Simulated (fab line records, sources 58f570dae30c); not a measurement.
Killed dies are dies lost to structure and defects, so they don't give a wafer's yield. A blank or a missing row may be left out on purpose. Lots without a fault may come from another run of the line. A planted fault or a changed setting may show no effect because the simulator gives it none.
A struck lot beside a sound one | flow berkeley_cmos170 | 16 steps out of a route of 331
Sound: wafers L662.1, L662.5, L662.6. Struck: wafers L656.1, L656.4, L656.5. The cause comes at the end.
At each step with rows: each side's tool, then ch and its chambers, then its first start. Under that, the readings that differ: sound wafers | struck wafers | difference of the means | sigmas: that difference in standard deviations of wafers without a fault.
alike: readings whose means differ by less than 2 such deviations, and words and numbers that are the same on both sides. not compared: withheld readings, readings that some wafer has no value for, bounds like >300 that may hide the same value, and numbers for which the record gives no deviation and whose values overlap.
The two part at a step that has a row with sigmas, a row that says differs or no value, or rows on one side only. Numbers that don't overlap but have no deviation are shown without sigmas and don't part them. A reading that every wafer of one side lacks parts them only if that side has two wafers or more.

first, 4 steps without rows for these wafers: UCB170_M2_SOFTBAKE_11 (time 60 s); UCB170_M2_EXPOSE_12 (exposes mask METAL2, target cd 700 nm); UCB170_M2_PEB_13; UCB170_M2_DEVELOP_14 (develop time 45 s).
UCB170_M2_CD_MEAS_15: target cd 700 nm.
  sound on cd_sem-02, day 11 22:38; struck on cd_sem-01, day 10 12:17
  alike: cd_nm
UCB170_M2_OVL_MEAS_16:
  sound on overlay-01, day 11 22:46; struck on overlay-02, day 10 12:24
  alike: M2_OVL
UCB170_M2_ETCH_17: etches BARC in N2/H2.
  sound on rie_diel-02 ch 0,1, day 11 22:47; struck on rie_diel-04 ch 0,2,3, day 10 12:26
  reading               | sound             | struck            | difference | sigmas
  oes_product_au (a.u.) | 0.964 0.968 0.961 | 1.022 1.009 1.028 | +0.055     | +2
  alike: drypump_motor_current_A, throttle_valve_pct
UCB170_M2_METAL_ETCH_18: etches Al in Cl2/BCl3, stops on SiO2, target depth 1170 nm, time 195 s.
  sound on rie_metal-03 ch 0,1, day 11 22:50; struck on rie_metal-04 ch 0,1, day 10 12:29
  reading                | sound             | struck            | difference | sigmas
  throttle_valve_pct (%) | 24.67 24.68 24.63 | 24.16 24.18 24.33 | -0.44      | -2
  alike: drypump_motor_current_A, oes_product_au
  not compared: rf_hours_counter_h
UCB170_M2_STRIP_19: strips in O2.
  sound on plasma_asher-04 ch 0,1, day 11 23:01; struck on plasma_asher-02 ch 0,1, day 10 12:40
  alike: drypump_motor_current_A, oes_product_au
  not compared: rf_hours_counter_h
UCB170_M2_CD_MEAS_90: target cd 700 nm.
  sound on cd_sem-01, day 11 23:07; struck on cd_sem-01, day 10 12:46
  alike: cd_nm
UCB170_V2_CVD_00: deposits SiO2 from TEOS/O2, target thk 2000 nm, time 250 s.
  sound on pecvd-02 ch 0,1,2, day 11 23:14; struck on pecvd-01 ch 0,1,2, day 10 12:53
  alike: heater_power_w
  not compared: since_wet_clean_h
UCB170_V2_THK_MEAS_01:
  sound on film_metro-02, day 11 23:24; struck on film_metro-02, day 10 13:02
  alike: V2_TEOS_THK
UCB170_V2_CMP_02: polishes SiO2.
  sound on cmp-02 ch 0,1, day 11 23:28; struck on cmp-01 ch 0,1, day 10 13:06
  reading                             | sound          | struck          | difference | sigmas
  model.SiO2_of_V2_CVD_00.thk_nm (nm) | 1002 1001 1003 | 924 924.6 923.6 | -78        |
  alike: motor_current_A
UCB170_V2_BOW_MEAS_03:
  sound on film_metro-04, day 11 23:46; struck on film_metro-02, day 10 13:41
  reading     | sound    | struck | difference                    | sigmas
  V2_BOW (um) | 43 40 25 | - - -  | no value on the struck wafers |
  not compared: hold
UCB170_V2_THK_MEAS_04:
  the record has rows for the sound wafers here (film_metro-04, day 11 23:53) and none for the struck ones
UCB170_M3_PROBE_99:
  the record has rows for the sound wafers here (prober-02, day 12 04:49) and none for the struck ones

WHERE THEY PART
First at UCB170_M2_ETCH_17; last, within this record, at UCB170_M3_PROBE_99.

WHY: what the simulator had put in
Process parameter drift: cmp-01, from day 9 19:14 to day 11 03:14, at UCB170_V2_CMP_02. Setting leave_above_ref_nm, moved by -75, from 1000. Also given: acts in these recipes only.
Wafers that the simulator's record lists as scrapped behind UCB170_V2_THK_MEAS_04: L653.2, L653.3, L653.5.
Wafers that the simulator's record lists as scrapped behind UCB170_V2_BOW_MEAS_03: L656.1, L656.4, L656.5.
